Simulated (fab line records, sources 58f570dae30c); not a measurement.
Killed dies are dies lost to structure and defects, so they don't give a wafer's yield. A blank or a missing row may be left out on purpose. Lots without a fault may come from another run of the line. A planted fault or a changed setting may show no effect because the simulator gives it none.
Problem report in the 8D (eight disciplines) form, filled by code | flow berkeley_cmos170 | the parts of the form that need people (team, actions taken, sign-off) are left out

1. THE PROBLEM
tilt_deg at UCB170_NVT_IMPLANT_07 reads a mean of 5.109 degrees on 6 wafers of 2 lots; wafers without a fault read 7.000 degrees with a standard deviation of 0.019. That is -99 or more standard deviations from the usual mean.
First seen on wafer L552.2, day 10 12:26, on implanter-03. The record holds 42 wafers of 14 lots with a number at this step. Rule for "out", or "out of limits": more than 4 standard deviations from the usual mean. The other wafers with a number count as sound.

2. WHAT IT IS AND WHAT IT IS NOT
question                    | is                     | is not
which readings at this step | tilt_deg               | -
which lots                  | L552, L554             | L531, L532, L534, L536, L538, L539, L540, L542, L544, L546, L547, L549
which wafers of those lots  | all that have a number | -
read on which tools         | implanter-03           | implanter-02
when                        | from day 10 12:26      | up to then (36 sound wafers)

3. SUSPECTS, AND WHAT RULES EACH OUT
Counting: a tool at a process step up to the reading stays a suspect if it ran every lot that is out and no sound lot after the first of them.
- implanter-03 at UCB170_NVT_IMPLANT_07: kept. It ran every lot that is out, first L552 (day 10 12:26), and no sound lot after that; its last sound lot up to then is L549 (day 9 06:52). Its own readings are out on those wafers: tilt_deg.
Left after counting: implanter-03 at UCB170_NVT_IMPLANT_07.

4. THE CAUSE (what the simulator had put in)
Process parameter drift: implanter-03, from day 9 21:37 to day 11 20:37, at UCB170_NVT_IMPLANT_07. Setting tilt_deg, moved by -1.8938, from 7. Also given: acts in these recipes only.
Counting left only this tool.

5. THE CHAIN OF EFFECTS, in route order
Each row: a reading whose mean over the struck wafers that have a number lies more than 3 standard deviations from the usual. Only readings for which the record gives a usual standard deviation are gone through. hours: the time from each lot's start at the first step in this table that gives one to its start at this step, as a median over the lots. sigmas: the change in usual standard deviations.
hours | step                  | reading  | usual         | on struck wafers | change | sigmas
0     | UCB170_NVT_IMPLANT_07 | tilt_deg | 7.000 degrees | 5.109            | -1.891 | -99 or more
The process steps in it:
- UCB170_NVT_IMPLANT_07
Later measuring or inspecting steps at which every struck wafer that the step has a row for has a number for every such reading, and none has moved that far: UCB170_NSD_OVL_MEAS_07, UCB170_M3_OVL_MEAS_16.

6. WHAT WOULD HAVE CAUGHT IT SOONER
In this record the first reading out of limits was taken at day 10 12:26, 15 hours after the fault began at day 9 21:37.
